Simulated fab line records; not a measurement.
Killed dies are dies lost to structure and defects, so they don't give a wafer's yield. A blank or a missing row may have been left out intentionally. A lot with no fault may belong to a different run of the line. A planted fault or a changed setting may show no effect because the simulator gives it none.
Commonality check across tools ; flow berkeley_cmos170 ; Sample size 11 lots and 36 wafers

## WHY THIS WAS OPENED
UCB170_ACTIVE_THK_MEAS_06, reading ACTIVE_NITRIDE_THK: flagged on 1 of 11 lots. Wafers without a fault read 220.4 nm, standard deviation 1.7.
Rule: a lot is flagged when every wafer of it that has a number lies more than 4 standard deviations from that mean, or none has a number. The rest of the lots are taken to be sound.

lot;measured;on;ACTIVE_NITRIDE_THK (nm), wafer by wafer;flag
L529;day 4 02:12;film_metro-02;222.9 223.3 224.8;
L530;day 4 11:09;film_metro-03;219.0 220.1 220.9;
L531;day 4 22:25;film_metro-04;219.3 219.5 221.0;
L532;day 4 22:25;film_metro-03;218.3 219.5 220.1;
L533;day 5 03:40;film_metro-04;221.5 222.1 221.9;
L534;day 5 15:04;film_metro-03;218.8 218.6 217.6;
L535;day 5 15:05;film_metro-02;221.0 220.8 221.8;
L538;day 6 04:35;film_metro-04;223.5 223.4 221.1;
L539;day 6 12:03;film_metro-02;231.8 232.9 230.9 231.6 233.0 230.9;FLAGGED
L541;day 6 22:30;film_metro-02;219.6 218.0 218.3;
L552;day 9 07:35;film_metro-03;221.1 221.6 220.8;
The mean of the flagged lots' numbers is 231.8 nm, +11.4 nm from the usual (+7 standard deviations).

## TOOL THAT RAN EACH LOT
The record holds 2 process steps before the reading, out of a route of 331 steps. In each cell: the tool, then ch and the chambers that the sampled wafers went through, then the start.
lot;flag;UCB170_ZERO_ETCH_06;UCB170_ACTIVE_CVD_05
L529;;rie_diel-03 ch 0,1,2, day 1 21:08;lpcvd-01 ch 0, day 4 00:17
L530;;rie_diel-04 ch 0,1,2, day 2 01:25;lpcvd-02 ch 0, day 4 09:14
L531;;rie_diel-03 ch 0,1,2, day 2 06:38;lpcvd-01 ch 1, day 4 20:30
L532;;rie_diel-02 ch 0,2,3, day 2 10:20;lpcvd-01 ch 1, day 4 20:30
L533;;rie_diel-04 ch 0,3, day 2 16:01;lpcvd-02 ch 0, day 5 01:45
L534;;rie_diel-04 ch 2,3, day 2 22:32;lpcvd-02 ch 0, day 5 12:11
L535;;rie_diel-03 ch 2,3, day 3 01:39;lpcvd-02 ch 1, day 5 12:11
L538;;rie_diel-03 ch 0,1,2, day 3 18:07;lpcvd-01 ch 0, day 6 02:38
L539;FLAGGED;rie_diel-03 ch 0,2, day 3 20:02;lpcvd-01 ch 0, day 6 10:07
L541;;rie_diel-03 ch 0,2,3, day 4 07:49;lpcvd-02 ch 1, day 6 20:34
L552;;rie_diel-04 ch 0,2, day 6 14:29;lpcvd-02 ch 1, day 9 05:37
These steps, and what they do:
- UCB170_ZERO_ETCH_06: etches SiO2 in CHF3/CF4/Ar, time 12 s.
- UCB170_ACTIVE_CVD_05: deposits Si3N4 from SiH2Cl2/NH3, target thk 220 nm, time 3300 s.
- UCB170_ACTIVE_THK_MEAS_06

## FLAGGED AGAINST TOTAL, ONE TOOL AT A TIME (gauges that did the reading follow at the end)
step;tool;lots run;flagged;share of the flagged lots;sound lots run after its first flagged lot
UCB170_ZERO_ETCH_06;rie_diel-02;1;0;none;-
UCB170_ZERO_ETCH_06;rie_diel-03;6;1;all;1 (L541)
UCB170_ZERO_ETCH_06;rie_diel-04;4;0;none;-
UCB170_ACTIVE_CVD_05;lpcvd-01;5;1;all;0
UCB170_ACTIVE_CVD_05;lpcvd-02;6;0;none;-
UCB170_ACTIVE_THK_MEAS_06;film_metro-02;4;1;all;1 (L541)
UCB170_ACTIVE_THK_MEAS_06;film_metro-03;4;0;none;-
UCB170_ACTIVE_THK_MEAS_06;film_metro-04;3;0;none;-

## THE TABLE: WHAT IT ALLOWS
3 rows of the table ran every flagged lot: rie_diel-03 at UCB170_ZERO_ETCH_06, lpcvd-01 at UCB170_ACTIVE_CVD_05, film_metro-02 at UCB170_ACTIVE_THK_MEAS_06.
- rie_diel-03 at UCB170_ZERO_ETCH_06: 1 of its 6 lots flagged. After the first flagged lot (L541), sound lots still ran on it; a lasting fault on the whole tool would not permit that.
- lpcvd-01 at UCB170_ACTIVE_CVD_05: 1 of its 5 lots flagged. Its last sound lot is L538 (day 6 02:38), its first flagged lot L539 (day 6 10:07): a fault that began between those two fits.
- film_metro-02 at UCB170_ACTIVE_THK_MEAS_06: 1 of its 4 lots flagged. After the first flagged lot (L541), sound lots still ran on it; a lasting fault on the whole tool would not permit that.
What remains is a single tool, lpcvd-01 at UCB170_ACTIVE_CVD_05.

## WHAT THE SIMULATOR PUT IN
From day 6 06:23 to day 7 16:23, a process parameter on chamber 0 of lpcvd-01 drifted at UCB170_ACTIVE_CVD_05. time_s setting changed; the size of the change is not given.
Shown lots that were struck: L539. The rule above found the same.
